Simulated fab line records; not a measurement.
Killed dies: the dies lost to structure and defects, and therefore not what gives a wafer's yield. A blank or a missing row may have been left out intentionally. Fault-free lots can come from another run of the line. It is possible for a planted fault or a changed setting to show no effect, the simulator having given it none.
fab line records ; flow berkeleyCmos170 ; part 1 of 2: steps 1 to 30 of 39
[record] lots = 5; wafers = 15; lastDay = 13
route steps=331 shown M2@291 V2@292 M3@309
lots that met no fault: taken from a fault-free run of the same line
startH: hours from the record's opening day to when the first of the lot's shown wafers began ; waitH: hours elapsed since this lot's preceding step ; " as in the row above ; L1.1+2: a single row standing in for several wafers ; - no value, or no start was given ; * or withheld: withheld ; < > ~ a bound
route shown NAME@n: NAME is a module with steps in the file, n the number in the route of the first one ; usual: average and standard deviation across the fault-free wafers ; same: alike in all rows ; chamber/n: place in a boat ; sites: each site's reading ; _std_site: their standard deviation ; _edge_site: inner sites' mean taken away from outer sites' mean ; radiusMm: how far each site lies from the wafer's centre ; mask NAME#n: copy n ; behind: the tool/chamber that last shaped the wafer ; hold: reason for holding the lot/hours on hold/outcome of the hold ; device: whichever transistor did not switch (one of n, p or np) ; end of line: at the end of the route, the tests of the same wafers ; a step given without rows: its recipe and nothing more ; killed: count of dies lost to structure and defects at first sort (not the wafer's yield) ; map: a wafer's dies, marking killed ones x, the rest . and places with no die _
set.NAME: the setting the step ran with; set.NAME@STEP: the setting that earlier step ran with ; model.NAME: the simulator's own value behind a step, which no gauge read
certain route steps with their lots: each step a table, each wafer a row
services: from which hour (startH, from the record's first day; less than 0 if before it) a tool's chamber was out of use, for how many hours, and why
[[steps]]
[step UCB170_M2_CD_MEAS_90]
[recipe] targetCdNm = 700
[usual] cdNm = 700/3.3
lot.wafer;tool;chamber;startH;waitH;cdNm
L075.1;cdSem-02;-;188.87;0.1;696
L075.4;cdSem-02;-;188.87;0.1;693
L075.6;cdSem-02;-;188.87;0.1;697
L077.2;cdSem-01;-;202.56;0.1;702
L077.3;cdSem-01;-;202.56;0.1;696
L077.6;cdSem-01;-;202.56;0.1;696
L078.2;cdSem-01;-;203.64;0.1;700
L078.3;cdSem-01;-;203.64;0.1;700
L078.6;cdSem-01;-;203.64;0.1;701
L091.3;cdSem-01;-;276.77;0.3;701
L091.5;cdSem-01;-;276.77;0.3;703
L091.6;cdSem-01;-;276.77;0.3;700
L096.1;cdSem-01;-;302.20;0.1;696
L096.2;cdSem-01;-;302.20;0.1;698
L096.5;cdSem-01;-;302.20;0.1;696
[step UCB170_V2_CVD_00]
[recipe] material = SiO2; targetThkNm = 2000; tempC = 390; precursor = TEOS/O2; timeS = 250; rfW = 550; pressureMtorr = 9000
[usual] heaterPowerW = 263/66
lot.wafer;tool;chamber;startH;waitH;heaterPowerW
L075.1;pecvd-02;2;188.99;0.1;253
L075.4;pecvd-02;1;188.99;0.1;165
L075.6;pecvd-02;0;188.99;0.1;299
L077.2;pecvd-04;2;202.66;0.1;232
L077.3;pecvd-04;0;202.66;0.1;246
L077.6;pecvd-04;2;202.66;0.1;299
L078.2;pecvd-02;1;203.74;0.1;194
L078.3;pecvd-02;0;203.74;0.1;384
L078.6;pecvd-02;1;203.74;0.1;242
L091.3;pecvd-04;0;276.85;0.1;196
L091.5;pecvd-04;1;276.85;0.1;231
L091.6;pecvd-04;0;276.85;0.1;247
L096.1;pecvd-02;2;302.32;0.1;235
L096.2;pecvd-02;0;302.32;0.1;354
L096.5;pecvd-02;0;302.32;0.1;425
[step UCB170_V2_THK_MEAS_01]
[recipe] reads = SiO2_of_V2_CVD_00
[usual] V2_TEOS_THK = 1995/27
lot.wafer;tool;chamber;startH;waitH;V2_TEOS_THK[nm]
L075.1;filmMetro-01;-;189.15;0.1;1955
L075.4;filmMetro-01;-;189.15;0.1;2022
L075.6;filmMetro-01;-;189.15;0.1;1989
L077.2;filmMetro-03;-;202.83;0.1;2018
L077.3;filmMetro-03;-;202.83;0.1;1949
L077.6;filmMetro-03;-;202.83;0.1;2014
L078.2;filmMetro-02;-;203.90;0.1;1997
L078.3;filmMetro-02;-;203.90;0.1;1973
L078.6;filmMetro-02;-;203.90;0.1;2039
L091.3;filmMetro-02;-;277.03;0.1;1980
L091.5;filmMetro-02;-;277.03;0.1;2052
L091.6;filmMetro-02;-;277.03;0.1;2018
L096.1;filmMetro-02;-;302.47;0.1;1968
L096.2;filmMetro-02;-;302.47;0.1;1963
L096.5;filmMetro-02;-;302.47;0.1;1968
[step UCB170_V2_CMP_02]
[recipe] material = SiO2; downForcePsi = 6; platenRpm = 60; padVelocityMS = 0.75398
[usual] motorCurrentA = 15.6/1.8
lot.wafer;tool;chamber;startH;waitH;motorCurrentA
L075.1;cmp-02;2;189.21;0.1;18.2
L075.4;cmp-02;3;189.21;0.1;15.9
L075.6;cmp-02;3;189.21;0.1;15.8
L077.2;cmp-01;2;202.93;0.1;14.5
L077.3;cmp-01;0;202.93;0.1;14.2
L077.6;cmp-01;2;202.93;0.1;14.6
L078.3;cmp-01;1;204.05;0.1;14.1
L078.2;cmp-01;2;204.05;0.1;14.6
L078.6;cmp-01;0;204.05;0.1;13.9
L091.3;cmp-02;1;277.22;0.2;14.9
L091.5;cmp-02;2;277.22;0.2;17.0
L091.6;cmp-02;3;277.22;0.2;14.8
L096.2;cmp-02;0;302.58;0.1;15.7
L096.1;cmp-02;2;302.58;0.1;17.2
L096.5;cmp-02;0;302.58;0.1;15.6
[step UCB170_V2_BOW_MEAS_03]
[recipe] mode = bow
[usual] V2_BOW = 37/7.6
lot.wafer;tool;chamber;startH;waitH;V2_BOW[um]
L075.1;filmMetro-02;-;189.51;0.2;35
L075.4;filmMetro-02;-;189.51;0.2;37
L075.6;filmMetro-02;-;189.51;0.2;36
L077.2;filmMetro-02;-;203.20;0.2;36
L077.3;filmMetro-02;-;203.20;0.2;42
L077.6;filmMetro-02;-;203.20;0.2;34
L078.2;filmMetro-03;-;204.27;0.1;46
L078.3;filmMetro-03;-;204.27;0.1;37
L078.6;filmMetro-03;-;204.27;0.1;47
L091.3;filmMetro-03;-;277.41;0.1;30
L091.5;filmMetro-03;-;277.41;0.1;36
L091.6;filmMetro-03;-;277.41;0.1;38
L096.1;filmMetro-02;-;302.83;0.1;42
L096.2;filmMetro-02;-;302.83;0.1;32
L096.5;filmMetro-02;-;302.83;0.1;54
[step UCB170_V2_THK_MEAS_04]
[recipe] reads = SiO2_of_V2_CVD_00
[usual] V2_POLISHED_THK = 1000.4/1.2
lot.wafer;tool;chamber;startH;waitH;V2_POLISHED_THK[nm]
L075.1;filmMetro-02;-;189.63;0.1;1000.5
L075.4;filmMetro-02;-;189.63;0.1;999.5
L075.6;filmMetro-02;-;189.63;0.1;1000.2
L077.2;filmMetro-02;-;203.31;0.1;1000.3
L077.3;filmMetro-02;-;203.31;0.1;999.8
L077.6;filmMetro-02;-;203.31;0.1;999.8
L078.2;filmMetro-03;-;204.38;0.1;1000.9
L078.3;filmMetro-03;-;204.38;0.1;998.8
L078.6;filmMetro-03;-;204.38;0.1;1000.4
L091.3;filmMetro-03;-;277.51;0.1;999.8
L091.5;filmMetro-03;-;277.51;0.1;1002.6
L091.6;filmMetro-03;-;277.51;0.1;999.5
L096.1;filmMetro-02;-;302.95;0.1;1000.8
L096.2;filmMetro-02;-;302.95;0.1;1000.9
L096.5;filmMetro-02;-;302.95;0.1;1002.0
[step UCB170_V2_CLEAN_05]
[recipe] chemistry = DIW
lot.wafer;tool;chamber;startH;waitH
L075.1+4+6;wetBench-03;3;189.69;0.1
L077.2+3+6;wetBench-03;1;203.36;0.0
L078.2+3+6;wetBench-03;0;204.43;0.0
L091.3+5+6;wetBench-03;0;277.55;0.0
L096.1+2+5;wetBench-03;1;303.01;0.1
[step UCB170_V2_HMDS_06]
[recipe] primeTimeS = 60; primeTempC = 100
[same] primeTimeS = 60
lot.wafer;tool;chamber;startH;waitH
L075.1+4+6;lithoTrack-01;0;189.86;0.0
L077.2+3+6;lithoTrack-04;0;203.57;0.0
L078.2+3+6;lithoTrack-03;0;204.79;0.2
L091.3+5+6;lithoTrack-01;0;278.49;0.8
L096.1+2+5;lithoTrack-01;0;303.32;0.1
[step UCB170_V2_COAT_07]
[recipe] resist = KrF; spinRpm = 1500; resistThkNm = 900
[usual] spinSpeedRpm = 1500.0/1
lot.wafer;tool;chamber;startH;waitH;spinSpeedRpm
L075.1;lithoTrack-01;0;190.01;0.1;1499.2
L075.4;lithoTrack-01;0;190.01;0.1;1502.1
L075.6;lithoTrack-01;0;190.01;0.1;1500.4
L077.2;lithoTrack-04;0;203.72;0.1;1498.8
L077.3;lithoTrack-04;0;203.72;0.1;1500.1
L077.6;lithoTrack-04;0;203.72;0.1;1500.3
L078.2;lithoTrack-03;0;204.94;0.1;1498.0
L078.3;lithoTrack-03;0;204.94;0.1;1502.4
L078.6;lithoTrack-03;0;204.94;0.1;1499.4
L091.3;lithoTrack-01;0;278.64;0.1;1497.5
L091.5;lithoTrack-01;0;278.64;0.1;1500.2
L091.6;lithoTrack-01;0;278.64;0.1;1499.6
L096.1;lithoTrack-01;0;303.47;0.1;1500.8
L096.2;lithoTrack-01;0;303.47;0.1;1500.2
L096.5;lithoTrack-01;0;303.47;0.1;1500.1
[step UCB170_V2_SOFTBAKE_08]
[recipe] resist = KrF; tempC = 130; timeS = 60
lot.wafer;tool;chamber;startH;waitH
L075.1+4+6;lithoTrack-01;0;190.16;0.1
L077.2+3+6;lithoTrack-04;0;203.87;0.1
L078.2+3+6;lithoTrack-03;0;205.09;0.1
L091.3+5+6;lithoTrack-01;0;278.79;0.1
L096.1+2+5;lithoTrack-01;0;303.62;0.1
[step UCB170_V2_EXPOSE_09]
[recipe] maskId = VIA2; targetCdNm = 700; na = 0.5; sigmaOuter = 0.6; sourceShape = conventional; doseMj = 37
lot.wafer;tool;chamber;startH;waitH;mask
L075.1+4+6;krfScanner-01;0;190.44;0.2;VIA2#0
L077.2+3+6;krfScanner-01;0;204.14;0.2;VIA2#0
L078.2+3+6;krfScanner-01;0;205.23;0.1;VIA2#0
L091.3+5+6;krfScanner-01;0;278.92;0.1;VIA2#0
L096.1+2+5;krfScanner-02;0;303.90;0.2;VIA2#0
[step UCB170_V2_PEB_10]
[recipe] pebTempC = 130; pebTimeS = withheld; resist = KrF
lot.wafer;tool;chamber;startH;waitH
L075.1+4+6;lithoTrack-03;0;190.66;0.2
L077.2+3+6;lithoTrack-01;0;204.27;0.1
L078.2+3+6;lithoTrack-03;0;205.51;0.3
L091.3+5+6;lithoTrack-01;0;279.21;0.3
L096.1+2+5;lithoTrack-04;0;304.06;0.1
[step UCB170_V2_DEVELOP_11]
[recipe] developer = TMAH; developTimeS = 45; resist = KrF; devTempC = 21
[usual] developerTempC = 21.00/0.1
lot.wafer;tool;chamber;startH;waitH;developerTempC
L075.1;lithoTrack-03;0;-;-;21.05
L075.4;lithoTrack-03;0;-;-;20.96
L075.6;lithoTrack-03;0;-;-;20.99
L077.2;lithoTrack-01;0;-;-;21.10
L077.3;lithoTrack-01;0;-;-;21.05
L077.6;lithoTrack-01;0;-;-;20.97
L078.2;lithoTrack-03;0;-;-;20.92
L078.3;lithoTrack-03;0;-;-;21.11
L078.6;lithoTrack-03;0;-;-;20.95
L091.3;lithoTrack-01;0;-;-;21.01
L091.5;lithoTrack-01;0;-;-;21.10
L091.6;lithoTrack-01;0;-;-;21.03
L096.1;lithoTrack-04;0;-;-;20.90
L096.2;lithoTrack-04;0;-;-;20.95
L096.5;lithoTrack-04;0;-;-;20.84
[step UCB170_V2_CD_MEAS_12]
[recipe] targetCdNm = 700
[usual] cdNm = 699.6/1.2
lot.wafer;tool;chamber;startH;waitH;cdNm
L075.1;cdSem-02;-;190.94;-;700.3
L075.4;cdSem-02;-;190.94;-;700.2
L075.6;cdSem-02;-;190.94;-;698.6
L077.2;cdSem-02;-;204.54;-;699.2
L077.3;cdSem-02;-;204.54;-;699.8
L077.6;cdSem-02;-;204.54;-;699.9
L078.2;cdSem-02;-;205.78;-;698.7
L078.3;cdSem-02;-;205.78;-;697.9
L078.6;cdSem-02;-;205.78;-;698.8
L091.3;cdSem-01;-;279.79;-;698.9
L091.5;cdSem-01;-;279.79;-;700.6
L091.6;cdSem-01;-;279.79;-;698.4
L096.1;cdSem-01;-;304.34;-;700.0
L096.2;cdSem-01;-;304.34;-;700.3
L096.5;cdSem-01;-;304.34;-;699.3
[step UCB170_V2_OVL_MEAS_13]
[usual] V2_OVL = 3/6.7
lot.wafer;tool;chamber;startH;waitH;V2_OVL[nm]
L075.1;overlay-01;-;191.06;0.1;0
L075.4;overlay-01;-;191.06;0.1;-7
L075.6;overlay-01;-;191.06;0.1;0
L077.2;overlay-02;-;204.64;0.1;11
L077.3;overlay-02;-;204.64;0.1;2
L077.6;overlay-02;-;204.64;0.1;7
L078.2;overlay-02;-;205.89;0.1;4
L078.3;overlay-02;-;205.89;0.1;7
L078.6;overlay-02;-;205.89;0.1;5
L091.3;overlay-02;-;279.88;0.1;2
L091.5;overlay-02;-;279.88;0.1;11
L091.6;overlay-02;-;279.88;0.1;11
L096.1;overlay-02;-;304.46;0.1;-1
L096.2;overlay-02;-;304.46;0.1;17
L096.5;overlay-02;-;304.46;0.1;-8
[step UCB170_V2_ETCH_14]
[recipe] chemistry = CHF3/CF4/Ar; target = SiO2; stopOn = Al; CHF3_flow_sccm = 45; cf4FlowSccm = 15; Ar_flow_sccm = 150; pressureMtorr = 200; rfW = 700; targetDepthA = 12500; overEtchFrac = 0.25; timeS = 291
[usual] drypumpMotorCurrentA = 5.8/0.47; oesProductAu = 0.869/0.013; throttleValvePct = 6.96/0.13
lot.wafer;tool;chamber;startH;waitH;drypumpMotorCurrentA;oesProductAu;rfHoursCounterH;throttleValvePct
L075.1;rieDiel-01;1;191.09;0.0;5.8;0.857;91;6.89
L075.4;rieDiel-01;3;191.09;0.0;5.5;0.853;83;7.11
L075.6;rieDiel-01;1;191.09;0.0;5.8;0.864;-;6.86
L077.2;rieDiel-03;0;204.67;0.0;5.8;0.873;63;6.90
L077.3;rieDiel-03;3;204.67;0.0;6.1;0.869;-;6.73
L077.6;rieDiel-03;0;204.67;0.0;5.8;0.871;-;6.89
L078.2;rieDiel-04;0;205.92;0.0;6.2;0.873;137;6.97
L078.3;rieDiel-04;2;205.92;0.0;5.8;0.865;65;6.83
L078.6;rieDiel-04;0;205.92;0.0;6.2;0.871;-;6.98
L091.3;rieDiel-01;2;279.91;0.0;4.9;0.876;26;7.09
L091.5;rieDiel-01;1;279.91;0.0;5.8;0.857;-;6.87
L091.6;rieDiel-01;0;279.91;0.0;5.0;0.869;-;6.78
L096.1;rieDiel-04;2;304.50;0.0;5.8;0.862;68;6.81
L096.2;rieDiel-04;0;304.50;0.0;6.2;0.875;2;6.98
L096.5;rieDiel-04;2;304.50;0.0;5.8;0.865;-;6.82
[step UCB170_V2_STRIP_15]
[recipe] chemistry = O2; powerW = 400; pressureMtorr = 3500; platenTempC = withheld; o2FlowSccm = 400; overashFraction = 0.5
[usual] drypumpMotorCurrentA = 6.01/0.26; oesProductAu = 0.722/0.0046; stripTimeToEndpointS = 15.37/0.1
lot.wafer;tool;chamber;startH;waitH;drypumpMotorCurrentA;oesProductAu;rfHoursCounterH;stripTimeToEndpointS
L075.1;plasmaAsher-01;0;191.27;0.1;6.33;0.731;9;15.37
L075.4;plasmaAsher-01;0;191.27;0.1;6.33;0.729;-;15.34
L075.6;plasmaAsher-01;1;191.27;0.1;6.01;0.727;-;15.45
L077.2;plasmaAsher-02;0;204.94;0.2;5.54;0.718;49;15.31
L077.3;plasmaAsher-02;0;204.94;0.2;5.55;0.721;-;15.25
L077.6;plasmaAsher-02;0;204.94;0.2;5.55;0.720;-;15.41
L078.2;plasmaAsher-03;0;206.09;0.1;6.30;0.717;45;15.35
L078.3;plasmaAsher-03;1;206.09;0.1;5.85;0.719;-;15.32
L078.6;plasmaAsher-03;0;206.09;0.1;6.31;0.722;-;15.27
L091.3;plasmaAsher-01;0;280.12;0.1;6.30;0.716;-;15.30
L091.5;plasmaAsher-01;0;280.12;0.1;6.30;0.724;-;15.33
L091.6;plasmaAsher-01;1;280.12;0.1;6.01;0.720;-;15.41
L096.1;plasmaAsher-02;0;304.70;0.1;5.57;0.725;61;15.32
L096.2;plasmaAsher-02;1;304.70;0.1;5.91;0.725;61;15.09
L096.5;plasmaAsher-02;1;304.70;0.1;5.91;0.715;-;15.39
[step UCB170_V2_CD_MEAS_90]
[recipe] targetCdNm = 700
[usual] cdNm = 700.0/1.4
lot.wafer;tool;chamber;startH;waitH;cdNm
L075.1;cdSem-02;-;191.37;0.1;700.1
L075.4;cdSem-02;-;191.37;0.1;701.3
L075.6;cdSem-02;-;191.37;0.1;698.7
L077.2;cdSem-01;-;205.06;0.1;698.0
L077.3;cdSem-01;-;205.06;0.1;700.4
L077.6;cdSem-01;-;205.06;0.1;698.1
L078.2;cdSem-01;-;206.21;0.1;699.8
L078.3;cdSem-01;-;206.21;0.1;698.5
L078.6;cdSem-01;-;206.21;0.1;699.9
L091.3;cdSem-01;-;280.27;0.1;698.7
L091.5;cdSem-01;-;280.27;0.1;699.6
L091.6;cdSem-01;-;280.27;0.1;697.9
L096.1;cdSem-02;-;304.80;0.1;700.8
L096.2;cdSem-02;-;304.80;0.1;700.7
L096.5;cdSem-02;-;304.80;0.1;700.2
[step UCB170_M3_PRE_CLEAN_00]
[recipe] gas = Ar; precleanEtchTimeS = 60
lot.wafer;tool;chamber;startH;waitH
L075.1+4+6;pvdSputter-04;-;191.49;0.1
L077.2+3+6;pvdSputter-01;-;205.16;0.1
L078.2+3+6;pvdSputter-04;-;206.31;0.1
L091.3+5+6;pvdSputter-04;-;280.35;0.1
L096.1+2+5;pvdSputter-04;-;304.92;0.1
[step UCB170_M3_SPUTTER_01]
[recipe] material = Al; targetThkNm = 900; timeS = 120; powerW = 6000; chamberPressurePa = 0.5
[usual] throttleValvePct = 30.2/0.89
lot.wafer;tool;chamber;startH;waitH;throttleValvePct
L075.1;pvdSputter-04;-;191.56;0.0;31.2
L075.4;pvdSputter-04;-;191.56;0.0;31.2
L075.6;pvdSputter-04;-;191.56;0.0;31.4
L077.2;pvdSputter-01;-;205.23;0.0;29.8
L077.3;pvdSputter-01;-;205.23;0.0;29.8
L077.6;pvdSputter-01;-;205.23;0.0;31.1
L078.2;pvdSputter-04;-;206.38;0.0;29.8
L078.3;pvdSputter-04;-;206.38;0.0;29.2
L078.6;pvdSputter-04;-;206.38;0.0;29.0
L091.3;pvdSputter-04;-;280.42;0.0;30.0
L091.5;pvdSputter-04;-;280.42;0.0;29.8
L091.6;pvdSputter-04;-;280.42;0.0;31.4
L096.1;pvdSputter-04;-;304.98;0.0;31.6
L096.2;pvdSputter-04;-;304.98;0.0;29.8
L096.5;pvdSputter-04;-;304.98;0.0;29.8
[step UCB170_M3_RS_MEAS_02]
[recipe] thkMeasGauge = four-point-probe; reads = Al_of_M3_SPUTTER_01
[usual] M3_AL_RS = 0.0323/0.00035
lot.wafer;tool;chamber;startH;waitH;M3_AL_RS[ohm/sq]
L075.1;filmMetro-04;-;191.64;0.0;0.0327
L075.4;filmMetro-04;-;191.64;0.0;0.0327
L075.6;filmMetro-04;-;191.64;0.0;0.0328
L077.2;filmMetro-03;-;205.33;0.1;0.0319
L077.3;filmMetro-03;-;205.33;0.1;0.0319
L077.6;filmMetro-03;-;205.33;0.1;0.0318
L078.2;filmMetro-04;-;206.48;0.1;0.0324
L078.3;filmMetro-04;-;206.48;0.1;0.0323
L078.6;filmMetro-04;-;206.48;0.1;0.0322
L091.3;filmMetro-03;-;280.54;0.1;0.0324
L091.5;filmMetro-03;-;280.54;0.1;0.0327
L091.6;filmMetro-03;-;280.54;0.1;0.0330
L096.1;filmMetro-04;-;305.07;0.0;0.0326
L096.2;filmMetro-04;-;305.07;0.0;0.0324
L096.5;filmMetro-04;-;305.07;0.0;0.0326
[step UCB170_M3_THK_MEAS_03]
[recipe] thkMeasGauge = xrf; reads = Al_of_M3_SPUTTER_01
[usual] M3_AL_THK = 861/9.9
lot.wafer;tool;chamber;startH;waitH;M3_AL_THK[nm]
L075.1;filmMetro-04;-;191.76;0.1;853
L075.4;filmMetro-04;-;191.76;0.1;847
L075.6;filmMetro-04;-;191.76;0.1;850
L077.2;filmMetro-03;-;205.44;0.1;870
L077.3;filmMetro-03;-;205.44;0.1;872
L077.6;filmMetro-03;-;205.44;0.1;876
L078.2;filmMetro-04;-;206.59;0.1;859
L078.3;filmMetro-04;-;206.59;0.1;862
L078.6;filmMetro-04;-;206.59;0.1;866
L091.3;filmMetro-03;-;280.64;0.1;853
L091.5;filmMetro-03;-;280.64;0.1;847
L091.6;filmMetro-03;-;280.64;0.1;841
L096.1;filmMetro-04;-;305.19;0.1;848
L096.2;filmMetro-04;-;305.19;0.1;862
L096.5;filmMetro-04;-;305.19;0.1;851
[step UCB170_M3_HMDS_04]
[recipe] primeTimeS = 60; primeTempC = 100
[same] primeTimeS = 60
lot.wafer;tool;chamber;startH;waitH
L075.1+4+6;lithoTrack-03;0;191.82;0.1
L077.2+3+6;lithoTrack-02;0;205.51;0.1
L078.2+3+6;lithoTrack-03;0;206.67;0.1
L091.3+5+6;lithoTrack-04;0;280.79;0.1
L096.1+2+5;lithoTrack-04;0;305.25;0.1
[step UCB170_M3_COAT_05]
[recipe] resist = KrF; spinRpm = 1474; resistThkNm = 900
[usual] spinSpeedRpm = 1474.2/1.1
lot.wafer;tool;chamber;startH;waitH;spinSpeedRpm
L075.1;lithoTrack-03;0;191.97;0.1;1472.8
L075.4;lithoTrack-03;0;191.97;0.1;1472.9
L075.6;lithoTrack-03;0;191.97;0.1;1471.9
L077.2;lithoTrack-02;0;205.66;0.1;1475.9
L077.3;lithoTrack-02;0;205.66;0.1;1474.4
L077.6;lithoTrack-02;0;205.66;0.1;1473.1
L078.2;lithoTrack-03;0;206.82;0.1;1473.6
L078.3;lithoTrack-03;0;206.82;0.1;1472.7
L078.6;lithoTrack-03;0;206.82;0.1;1471.8
L091.3;lithoTrack-04;0;280.94;0.1;1474.0
L091.5;lithoTrack-04;0;280.94;0.1;1474.6
L091.6;lithoTrack-04;0;280.94;0.1;1473.7
L096.1;lithoTrack-04;0;305.40;0.1;1474.8
L096.2;lithoTrack-04;0;305.40;0.1;1476.2
L096.5;lithoTrack-04;0;305.40;0.1;1475.0
[step UCB170_M3_SOFTBAKE_06]
[recipe] resist = KrF; tempC = 130; timeS = 60
lot.wafer;tool;chamber;startH;waitH
L075.1+4+6;lithoTrack-03;0;192.12;0.1
L077.2+3+6;lithoTrack-02;0;205.81;0.1
L078.2+3+6;lithoTrack-03;0;206.97;0.1
L091.3+5+6;lithoTrack-04;0;281.09;0.1
L096.1+2+5;lithoTrack-04;0;305.55;0.1
[step UCB170_M3_STRIP_07]
[recipe] chemistry = O2; powerW = 400; pressureMtorr = 3500; platenTempC = withheld; o2FlowSccm = 400; overashFraction = 0.5
[usual] drypumpMotorCurrentA = 5.7/0.47; oesProductAu = 0.734/0.0046; stripTimeToEndpointS = 22.18/0.059
lot.wafer;tool;chamber;startH;waitH;drypumpMotorCurrentA;oesProductAu;rfHoursCounterH;stripTimeToEndpointS
L075.1;plasmaAsher-04;1;192.27;0.1;5.4;0.738;42;22.13
L075.4;plasmaAsher-04;0;192.27;0.1;4.9;0.731;-;22.06
L075.6;plasmaAsher-04;0;192.27;0.1;4.9;0.729;-;22.17
L077.2;plasmaAsher-02;0;205.94;0.1;5.6;0.731;50;22.26
L077.3;plasmaAsher-02;1;205.94;0.1;6.0;0.738;-;22.22
L077.6;plasmaAsher-02;1;205.94;0.1;6.0;0.741;-;22.18
L078.2;plasmaAsher-02;1;207.09;0.1;5.9;0.732;50;22.27
L078.3;plasmaAsher-02;1;207.09;0.1;5.9;0.736;-;22.12
L078.6;plasmaAsher-02;1;207.09;0.1;5.9;0.738;-;22.14
L091.3;plasmaAsher-04;0;281.22;0.1;4.9;0.737;-;22.32
L091.5;plasmaAsher-04;0;281.22;0.1;4.9;0.730;-;22.30
L091.6;plasmaAsher-04;1;281.22;0.1;5.3;0.729;-;22.21
L096.1;plasmaAsher-04;1;305.70;0.1;5.4;0.737;53;22.27
L096.2;plasmaAsher-04;0;305.70;0.1;4.8;0.737;53;22.26
L096.5;plasmaAsher-04;1;305.70;0.1;5.3;0.736;-;22.26
[step UCB170_M3_STRIP_08]
[recipe] chemistry = DMSO; tempC = 80; timeS = 600; material = KrF
lot.wafer;tool;chamber;startH;waitH
L075.1+4+6;wetBench-03;0;192.37;0.1
L077.2+3+6;wetBench-03;0;206.13;0.2
L078.2+3+6;wetBench-01;3;209.39;2.3
L091.3+5+6;wetBench-03;1;281.29;0.0
L096.1+2+5;wetBench-04;0;305.80;0.1
[step UCB170_M3_COAT_09]
[recipe] resist = BARC; tempC = withheld; timeS = withheld; spinRpm = 3000; resistThkNm = withheld
[usual] spinSpeedRpm = 3000.2/2.6
lot.wafer;tool;chamber;startH;waitH;spinSpeedRpm
L075.1;lithoTrack-03;0;192.55;0.0;3004.2
L075.4;lithoTrack-03;0;192.55;0.0;2996.9
L075.6;lithoTrack-03;0;192.55;0.0;3004.2
L077.2;lithoTrack-02;0;206.33;0.0;2998.3
L077.3;lithoTrack-02;0;206.33;0.0;2996.3
L077.6;lithoTrack-02;0;206.33;0.0;2996.3
L078.2;lithoTrack-02;0;209.61;0.0;2998.1
L078.3;lithoTrack-02;0;209.61;0.0;2999.7
L078.6;lithoTrack-02;0;209.61;0.0;3002.3
L091.3;lithoTrack-03;0;282.14;0.7;2997.9
L091.5;lithoTrack-03;0;282.14;0.7;2998.6
L091.6;lithoTrack-03;0;282.14;0.7;2999.6
L096.1;lithoTrack-03;0;306.90;0.9;3001.2
L096.2;lithoTrack-03;0;306.90;0.9;3002.6
L096.5;lithoTrack-03;0;306.90;0.9;3002.1
[step UCB170_M3_COAT_10]
[recipe] resist = KrF; spinRpm = 1500; resistThkNm = 900
[usual] spinSpeedRpm = 1499.8/1.2
lot.wafer;tool;chamber;startH;waitH;spinSpeedRpm
L075.1;lithoTrack-03;0;-;-;1498.2
L075.4;lithoTrack-03;0;-;-;1497.7
L075.6;lithoTrack-03;0;-;-;1499.7
L077.2;lithoTrack-02;0;-;-;1503.8
L077.3;lithoTrack-02;0;-;-;1500.4
L077.6;lithoTrack-02;0;-;-;1499.4
L078.2;lithoTrack-02;0;-;-;1497.9
L078.3;lithoTrack-02;0;-;-;1499.5
L078.6;lithoTrack-02;0;-;-;1500.1
L091.3;lithoTrack-03;0;-;-;1499.3
L091.5;lithoTrack-03;0;-;-;1500.1
L091.6;lithoTrack-03;0;-;-;1500.0
L096.1;lithoTrack-03;0;-;-;1499.9
L096.2;lithoTrack-03;0;-;-;1499.1
L096.5;lithoTrack-03;0;-;-;1498.9
[step UCB170_M3_SOFTBAKE_11]
[recipe] resist = KrF; tempC = 130; timeS = 60
lot.wafer;tool;chamber;startH;waitH
L075.1+4+6;lithoTrack-03;0;-;-
L077.2+3+6;lithoTrack-02;0;-;-
L078.2+3+6;lithoTrack-02;0;-;-
L091.3+5+6;lithoTrack-03;0;-;-
L096.1+2+5;lithoTrack-03;0;-;-
